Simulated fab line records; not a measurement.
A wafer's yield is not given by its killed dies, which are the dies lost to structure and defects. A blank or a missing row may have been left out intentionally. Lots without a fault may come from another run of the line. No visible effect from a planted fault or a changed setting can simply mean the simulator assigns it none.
fab line records	flow rit_cmos
[record] lots = 14	wafers = 42	last_day = 7
route steps=202 shown M1@196
lots that met no fault: taken from a fault-free run of the same line
start_h: start of the lot's first displayed wafer, in hours after the record's first day	wait_h: hours from the lot's prior step to this one	" repeats the value in the row above	L1.1+2: several wafers, shown together as one row	- no value, or no start given	* or withheld: withheld	< > ~ a bound
route shown NAME@n: a module of which the file shows steps, and the number in the route of the first	usual: average and standard deviation across the fault-free wafers	same: alike in all rows	chamber/n: place in a boat	sites: per-site readings	_std_site: standard deviation of those values	_edge_site: outer sites' mean less inner sites'	radius_mm: how far each site lies from the wafer's centre	mask NAME#n: copy n	behind: the last tool/chamber to shape the wafer	hold: why the lot was held/for how many hours/how that ended	device: names the non-switching transistor (n, p or np)	end of line: at the end of the route, the tests of the same wafers	where a step has no rows: the recipe by itself	killed: the dies lost at the first sort to structure and to defects; this is not the yield of the wafer	map: shows each die of a wafer: x if killed, . if not, _ if none is there
set.NAME: the setting the step ran with; set.NAME@STEP: the setting that earlier step ran with	model.NAME: the simulator's own value behind a step, which no gauge read
the route's steps for a sample of lots (tables are steps, rows are wafers)
services: a tool's chamber out of use, with start hour (start_h, from the record's first day; less than 0 if before it), hours out, and reason
[[steps]]
[step RIT_M1_METAL_ETCH_12]
[recipe] stop_on = SiO2	chemistry = Cl2/BCl3	target = Al	time_s = 165	over_etch_frac = 0.5	pressure_mtorr = 100	target_depth_a = 6000	rf_w = 250	Cl2_flow_sccm = 60	bcl3_flow_sccm = 50
[usual] chamber_pressure_mTorr = 100.00/0.092	drypump_motor_current_A = 5.57/0.29	oes_product_au = 0.766/0.012	throttle_valve_pct = 8.33/0.063
lot.wafer	tool	chamber	start_h	wait_h	chamber_pressure_mTorr	drypump_motor_current_A	oes_product_au	rf_hours_counter_h	throttle_valve_pct
L379.4	rie_metal-03	0	55.08	0.1	100.04	5.72	0.770	-	8.30
L379.5	"	0	"	"	99.94	5.76	0.773	-	8.29
L379.6	"	1	"	"	99.95	5.13	0.780	-	8.31
L380.2	rie_metal-01	1	61.65	0.2	100.16	5.87	0.746	-	8.40
L380.5	"	1	"	"	100.07	5.87	0.750	-	8.40
L380.6	"	1	"	"	99.96	5.88	0.751	-	8.40
L381.2	rie_metal-02	0	65.24	0.2	100.07	5.51	0.767	34	8.24
L381.4	"	0	"	"	100.04	5.50	0.765	-	8.25
L381.5	"	1	"	"	100.00	5.70	0.784	-	8.40
L384.1	rie_metal-02	1	84.83	0.2	100.10	5.68	0.769	35	8.40
L384.4	"	1	"	"	99.87	5.69	0.766	-	8.41
L384.6	"	1	"	"	99.89	5.69	0.774	-	8.39
L386.2	rie_metal-01	1	91.61	0.2	100.04	5.88	0.738	-	8.39
L386.3	"	1	"	"	100.07	5.88	0.740	-	8.39
L386.4	"	1	"	"	99.97	5.88	0.746	-	8.41
L387.1	rie_metal-02	1	99.81	0.2	100.18	5.71	0.768	36	8.40
L387.3	"	0	"	"	99.94	5.50	0.760	-	8.26
L387.4	"	1	"	"	100.12	5.71	0.773	-	8.39
L389.2	rie_metal-02	1	111.59	0.2	79.88	5.72	0.778	36	8.41
L389.4	"	0	"	"	100.05	5.50	0.766	-	8.25
L389.6	"	0	"	"	99.88	5.50	0.766	-	8.25
L391.3	rie_metal-02	0	119.59	0.2	100.06	5.51	0.768	-	8.25
L391.4	"	1	"	"	79.92	5.70	0.770	-	8.42
L391.5	"	1	"	"	80.09	5.68	0.773	-	8.40
L396.2	rie_metal-01	1	145.12	0.2	99.97	5.87	0.747	-	8.38
L396.5	"	1	"	"	100.24	5.85	0.752	-	8.40
L396.6	"	1	"	"	99.88	5.87	0.746	-	8.42
L397.2	rie_metal-03	1	148.62	0.2	99.96	5.11	0.776	-	8.30
L397.4	"	1	"	"	99.87	5.10	0.783	-	8.29
L397.5	"	1	"	"	99.88	5.09	0.782	-	8.30
L398.1	rie_metal-01	0	152.40	0.2	100.07	5.23	0.775	1	8.24
L398.2	"	1	"	"	100.06	5.86	0.748	2	8.40
L398.3	"	1	"	"	99.99	5.90	0.753	-	8.40
L400.2	rie_metal-03	0	163.00	0.2	99.97	5.72	0.777	5	8.28
L400.3	"	0	"	"	100.01	5.76	0.778	-	8.29
L400.6	"	1	"	"	99.84	5.11	0.769	-	8.31
L401.1	rie_metal-01	1	169.28	0.2	99.90	5.90	0.754	3	8.40
L401.2	"	0	"	"	100.07	5.19	0.768	1	8.23
L401.5	"	0	"	"	100.02	5.21	0.775	-	8.24
L402.1	rie_metal-02	1	174.96	0.2	100.08	5.70	0.777	0	8.40
L402.2	"	0	"	"	100.06	5.51	0.782	0	8.25
L402.4	"	1	"	"	100.01	5.71	0.776	-	8.41
[step RIT_M1_PROBE_99]
[usual] defect_limited_yield = 97.3/1.1	killed_at_M0_to_M3 = 0.0/0.12	killed_at_contacts = 0.1/0.24	killed_at_front_end = 7.1/3	killed_dies = 7.2/3	killed_open = 3.7/2	killed_short = 3.5/2	sort_bin_3_pad_short = 0.1/0.2	sort_bin_5_function = 1.6/0.73	sort_bin_6_memory = 1.0/0.67	sort_n_pass = 256.8/3	sort_yield_pct = 97.3/1.1
[same] gross_dies = 264	killed_at_M4_up = 0	killed_at_back_side = 0	killed_at_other = 0
lot.wafer	tool	chamber	start_h	wait_h	defect_limited_yield[%]	killed_at_M0_to_M3	killed_at_contacts	killed_at_front_end	killed_dies	killed_open	killed_short	sort_bin_3_pad_short[%]	sort_bin_5_function[%]	sort_bin_6_memory[%]	sort_n_pass	sort_yield_pct[%]
L379.4	prober-01	-	57.95	0.2	97.7	0	0	6	6	3	3	0	1.5	0.8	258.0	97.7
L379.5	prober-01	-	58.00	0.2	96.6	0	0	9	9	7	2	0	2.3	1.1	255.0	96.6
L379.6	prober-01	-	58.05	0.2	97.3	0	0	7	7	4	3	0	2.7	0	257.0	97.3
L380.2	prober-02	-	64.63	0.1	95.8	0	0	11	11	6	5	0	3.0	1.1	253.0	95.8
L380.5	prober-02	-	64.78	0.2	97.0	0	0	8	8	4	4	0.4	1.5	1.1	256.0	97.0
L380.6	prober-02	-	64.83	0.2	96.2	0	0	10	10	8	2	0	3.0	0.8	254.0	96.2
L381.2	prober-01	-	67.72	0.1	97.7	0	0	6	6	4	2	0	1.9	0.4	258.0	97.7
L381.4	prober-01	-	67.82	0.2	98.1	0	0	5	5	3	2	0.4	0.8	0.8	259.0	98.1
L381.5	prober-01	-	67.87	0.2	98.5	0	0	4	4	2	2	0	1.5	0	260.0	98.5
L384.1	prober-02	-	87.43	0.1	96.6	0	0	9	9	1	8	0	2.3	1.1	255.0	96.6
L384.4	prober-02	-	87.58	0.2	97.3	0	0	7	7	5	2	0	1.9	0.8	257.0	97.3
L384.6	prober-02	-	87.68	0.2	96.6	0	0	9	9	4	5	0	2.7	0.8	255.0	96.6
L386.2	prober-02	-	94.89	0.1	97.3	0	0	7	7	1	6	0	1.1	1.5	257.0	97.3
L386.3	prober-02	-	94.94	0.2	99.6	0	0	1	1	0	1	0	0	0.4	263.0	99.6
L386.4	prober-02	-	94.99	0.2	98.1	0	0	5	5	2	3	0	1.5	0.4	259.0	98.1
L387.1	prober-01	-	102.77	0.1	97.0	0	0	8	8	4	4	0	1.1	1.9	256.0	97.0
L387.3	prober-01	-	102.87	0.2	97.0	0	0	8	8	5	3	0	1.9	1.1	256.0	97.0
L387.4	prober-01	-	102.92	0.2	98.1	0	0	5	5	3	2	0	1.1	0.8	259.0	98.1
L389.2	prober-01	-	113.91	0.1	95.5	0	0	12	12	5	6	0	2.7	1.9	252.0	95.5
L389.4	prober-01	-	114.01	0.2	99.2	0	0	2	2	0	2	0.8	0	0	262.0	99.2
L389.6	prober-01	-	114.11	0.2	98.5	0	0	4	4	2	2	0	0.8	0.8	260.0	98.5
L391.3	prober-01	-	122.66	0.2	94.7	0	0	14	14	6	8	0.4	3.0	1.9	250.0	94.7
L391.4	prober-01	-	122.71	0.2	98.5	0	0	4	4	0	3	0	1.1	0.4	260.0	98.5
L391.5	prober-01	-	122.76	0.2	98.1	0	0	5	5	4	1	0	0.8	1.1	259.0	98.1
L396.2	prober-02	-	148.40	0.1	97.3	0	0	7	7	4	3	0	2.3	0.4	257.0	97.3
L396.5	prober-02	-	148.55	0.2	98.9	0	0	3	3	2	1	0.4	0.4	0.4	261.0	98.9
L396.6	prober-02	-	148.60	0.2	97.3	0	0	7	7	3	4	0	1.9	0.8	257.0	97.3
L397.2	prober-01	-	151.11	0.1	98.9	0	0	3	3	3	0	0	1.1	0	261.0	98.9
L397.4	prober-01	-	151.21	0.2	96.6	0	0	9	9	4	5	0	2.3	1.1	255.0	96.6
L397.5	prober-01	-	151.26	0.2	98.1	0	0	5	5	4	1	0	1.5	0.4	259.0	98.1
L398.1	prober-02	-	155.18	0.1	97.7	0	0	6	6	2	4	0.4	0.4	1.5	258.0	97.7
L398.2	prober-02	-	155.23	0.1	95.8	0	1	10	11	6	5	0	2.7	1.5	253.0	95.8
L398.3	prober-02	-	155.28	0.2	97.3	0	0	7	7	3	4	0	1.1	1.5	257.0	97.3
L400.2	prober-02	-	165.50	0.1	97.0	0	0	8	8	6	2	0	1.1	1.9	256.0	97.0
L400.3	prober-02	-	165.55	0.2	96.6	1	0	8	9	5	4	0	0.4	3.0	255.0	96.6
L400.6	prober-02	-	165.70	0.2	97.3	0	0	7	7	2	5	0	1.9	0.8	257.0	97.3
L401.1	prober-01	-	171.55	0.1	97.3	1	0	6	7	4	3	0	1.5	1.1	257.0	97.3
L401.2	prober-01	-	171.60	0.1	96.6	0	0	9	9	6	3	0	1.9	1.5	255.0	96.6
L401.5	prober-01	-	171.75	0.2	97.3	0	0	7	7	5	2	0	1.9	0.8	257.0	97.3
L402.1	prober-02	-	177.62	0.1	95.8	0	0	11	11	4	7	0.4	1.9	1.9	253.0	95.8
L402.2	prober-02	-	177.67	0.1	95.8	0	1	10	11	7	4	0.4	2.7	1.1	253.0	95.8
L402.4	prober-02	-	177.77	0.2	97.7	0	0	6	6	2	4	0	1.1	1.1	258.0	97.7
// killed by level:class
L379.4 GATE:geometric_particle:open=2 FOX1:geometric_particle:short=1 FOX2:geometric_particle:open=1 GATE:geometric_particle:short=1 REOX:geometric_particle:short=1
L379.5 GATE:geometric_particle:open=4 FOX2:geometric_particle:open=3 REOX:geometric_particle:short=1 SPACER:geometric_particle:short=1
L379.6 FOX1:geometric_particle:open=2 FOX2:geometric_particle:open=1 REOX:geometric_particle:short=1 REOX:geometric_particle:open=1 SPACER:geometric_particle:short=1 SILICIDE:geometric_particle:short=1
L380.2 GATE:geometric_particle:short=3 GATE:geometric_particle:open=3 FOX1:geometric_particle:open=2 FOX1:geometric_particle:short=2 SPACER:geometric_particle:open=1
L380.5 GATE:geometric_particle:short=2 FOX1:geometric_particle:short=1 FOX1:geometric_particle:open=1 GATE:geometric_particle:open=1 REOX:geometric_particle:open=1 SPACER:geometric_particle:open=1 SILICIDE:geometric_particle:short=1
L380.6 GATE:geometric_particle:open=3 FOX1:geometric_particle:open=2 SPACER:geometric_particle:open=2 FOX1:geometric_particle:short=1 FOX2:geometric_particle:open=1 SPACER:geometric_particle:short=1
L381.2 GATE:geometric_particle:open=2 FOX2:geometric_particle:open=1 SPACER:geometric_particle:short=1 SILICIDE:geometric_particle:open=1 SILICIDE:geometric_particle:short=1
L381.4 GATE:geometric_particle:open=2 FOX2:geometric_particle:short=1 SPACER:geometric_particle:open=1 SILICIDE:geometric_particle:short=1
L381.5 GATE:geometric_particle:open=2 FOX1:geometric_particle:short=1 GATE:geometric_particle:short=1
L384.1 GATE:geometric_particle:short=4 SPACER:geometric_particle:short=2 FOX2:geometric_particle:short=1 SILICIDE:geometric_particle:short=1 SILICIDE:geometric_particle:open=1
L384.4 SPACER:geometric_particle:open=4 GATE:geometric_particle:short=2 FOX2:geometric_particle:open=1
L384.6 GATE:geometric_particle:short=3 GATE:geometric_particle:open=2 FOX1:geometric_particle:short=1 REOX:geometric_particle:open=1 SPACER:geometric_particle:short=1 SPACER:geometric_particle:open=1
L386.2 FOX2:geometric_particle:short=2 GATE:geometric_particle:short=2 GATE:geometric_particle:open=1 REOX:geometric_particle:short=1 SILICIDE:geometric_particle:short=1
L386.3 FOX1:geometric_particle:short=1
L386.4 GATE:geometric_particle:short=2 FOX1:geometric_particle:open=1 FOX2:geometric_particle:short=1 GATE:geometric_particle:open=1
L387.1 REOX:geometric_particle:open=3 GATE:geometric_particle:short=1 GATE:geometric_particle:open=1 REOX:geometric_particle:short=1 SPACER:geometric_particle:short=1 SILICIDE:geometric_particle:short=1
L387.3 REOX:geometric_particle:open=2 FOX1:geometric_particle:short=1 GATE:geometric_particle:open=1 GATE:geometric_particle:short=1 REOX:geometric_particle:short=1 SPACER:geometric_particle:open=1 SILICIDE:geometric_particle:open=1
L387.4 SPACER:geometric_particle:open=2 FOX1:geometric_particle:open=1 GATE:geometric_particle:short=1 REOX:geometric_particle:short=1
L389.2 GATE:geometric_particle:short=3 GATE:geometric_particle:open=2 FOX1:geometric_particle:open=1 FOX1:geometric_particle:short=1 REOX:geometric_particle:open=1 SPACER:geometric_particle:open=1 SPACER:geometric_particle:short=1 SILICIDE:geometric_particle:short=1
L389.4 FOX2:geometric_particle:short=1 REOX:geometric_particle:short=1
L389.6 GATE:geometric_particle:open=2 GATE:geometric_particle:short=2
L391.3 GATE:geometric_particle:open=5 SILICIDE:geometric_particle:short=3 FOX2:geometric_particle:short=2 REOX:geometric_particle:short=2 FOX2:geometric_particle:open=1 GATE:geometric_particle:short=1
L391.4 FOX1:geometric_particle:short=1 GATE:geometric_particle:short=1 SPACER:geometric_particle:short=1 NLDD:coat_microbubble_printed=1
L391.5 GATE:geometric_particle:open=2 SILICIDE:geometric_particle:open=1 SILICIDE:geometric_particle:short=1 STARTING-WAFER:geometric_particle:open=1
L396.2 GATE:geometric_particle:short=2 FOX2:geometric_particle:open=1 FOX2:geometric_particle:short=1 GATE:geometric_particle:open=1 SPACER:geometric_particle:open=1 SILICIDE:geometric_particle:open=1
L396.5 GATE:geometric_particle:short=1 REOX:geometric_particle:open=1 SILICIDE:geometric_particle:open=1
L396.6 SILICIDE:geometric_particle:short=2 FOX1:geometric_particle:open=1 FOX2:geometric_particle:open=1 REOX:geometric_particle:open=1 REOX:geometric_particle:short=1 SPACER:geometric_particle:short=1
L397.2 SILICIDE:geometric_particle:open=2 GATE:geometric_particle:open=1
L397.4 GATE:geometric_particle:open=3 REOX:geometric_particle:short=2 GATE:geometric_particle:short=1 REOX:geometric_particle:open=1 SPACER:geometric_particle:short=1 SILICIDE:geometric_particle:short=1
L397.5 FOX2:geometric_particle:open=1 GATE:geometric_particle:open=1 SPACER:geometric_particle:open=1 SPACER:geometric_particle:short=1 SILICIDE:geometric_particle:open=1
L398.1 REOX:geometric_particle:short=2 FOX2:geometric_particle:open=1 GATE:geometric_particle:short=1 SPACER:geometric_particle:open=1 SPACER:geometric_particle:short=1
L398.2 GATE:geometric_particle:open=4 GATE:geometric_particle:short=2 ACTIVE:geometric_particle:short=1 FOX1:geometric_particle:short=1 FOX1:geometric_particle:open=1 SPACER:geometric_particle:short=1 CONTACT:geometric_particle:open=1
L398.3 GATE:geometric_particle:short=2 GATE:geometric_particle:open=2 SPACER:geometric_particle:short=1 SILICIDE:geometric_particle:open=1 SILICIDE:geometric_particle:short=1
L400.2 GATE:geometric_particle:open=3 FOX1:geometric_particle:short=1 GATE:geometric_particle:short=1 REOX:geometric_particle:open=1 SPACER:geometric_particle:open=1 SILICIDE:geometric_particle:open=1
L400.3 GATE:geometric_particle:open=2 REOX:geometric_particle:open=2 REOX:geometric_particle:short=2 FOX1:geometric_particle:short=1 SPACER:geometric_particle:short=1 M1:geometric_particle:open=1
L400.6 FOX1:geometric_particle:short=2 REOX:geometric_particle:short=2 FOX2:geometric_particle:open=1 GATE:geometric_particle:short=1 REOX:geometric_particle:open=1
L401.1 SILICIDE:geometric_particle:open=2 GATE:geometric_particle:short=1 GATE:geometric_particle:open=1 SPACER:geometric_particle:short=1 SPACER:geometric_particle:open=1 M1:geometric_particle:short=1
L401.2 GATE:geometric_particle:open=4 GATE:geometric_particle:short=2 REOX:geometric_particle:short=1 REOX:geometric_particle:open=1 SILICIDE:geometric_particle:open=1
L401.5 GATE:geometric_particle:open=4 GATE:geometric_particle:short=1 SPACER:geometric_particle:short=1 SILICIDE:geometric_particle:open=1
L402.1 GATE:geometric_particle:open=3 GATE:geometric_particle:short=3 FOX1:geometric_particle:open=1 FOX2:geometric_particle:short=1 REOX:geometric_particle:short=1 SPACER:geometric_particle:short=1 SILICIDE:geometric_particle:short=1
L402.2 GATE:geometric_particle:open=3 FOX2:geometric_particle:short=2 FOX1:geometric_particle:open=1 FOX2:geometric_particle:open=1 GATE:geometric_particle:short=1 SPACER:geometric_particle:short=1 SILICIDE:geometric_particle:open=1 CONTACT:geometric_particle:open=1
L402.4 FOX2:geometric_particle:short=2 GATE:geometric_particle:open=2 REOX:geometric_particle:short=1 SILICIDE:geometric_particle:short=1
[[services]]
tool	chamber	start_h	hours	kind
rie_metal-02	0	31.76	3.2	repair
rie_metal-01	0	51.62	98.0	repair
rie_metal-02	-	88.11	0.9	repair
rie_metal-01	1	103.93	26.2	repair
rie_metal-02	-	136.12	20.0	pm
rie_metal-02	0	136.12	20.0	vent_cycle
rie_metal-02	1	136.12	20.0	vent_cycle
rie_metal-03	0	147.91	1.3	repair
rie_metal-03	-	153.22	1.5	repair
rie_metal-02	0	156.12	-	clean
rie_metal-02	1	156.12	-	clean
[[key]]
[first_sign] step = RIT_M1_METAL_ETCH_12	reading = chamber_pressure_mTorr	direction = down	sigmas = 99+	usual = 100.00	struck = 79.96
effect none on later readings
met_at RIT_M1_METAL_ETCH_12
struck_lots L389,L391
struck_wafers L389.2,L391.4,L391.5
onset_between 99.81 111.59
[fault] kind = process_parameter_drift	tool = rie_metal-02	chamber = 1	onset_h = 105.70	steps = RIT_M1_METAL_ETCH_12	channel = pressure_mtorr	offset = -20	shape = step	end_h = 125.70	stated = 100
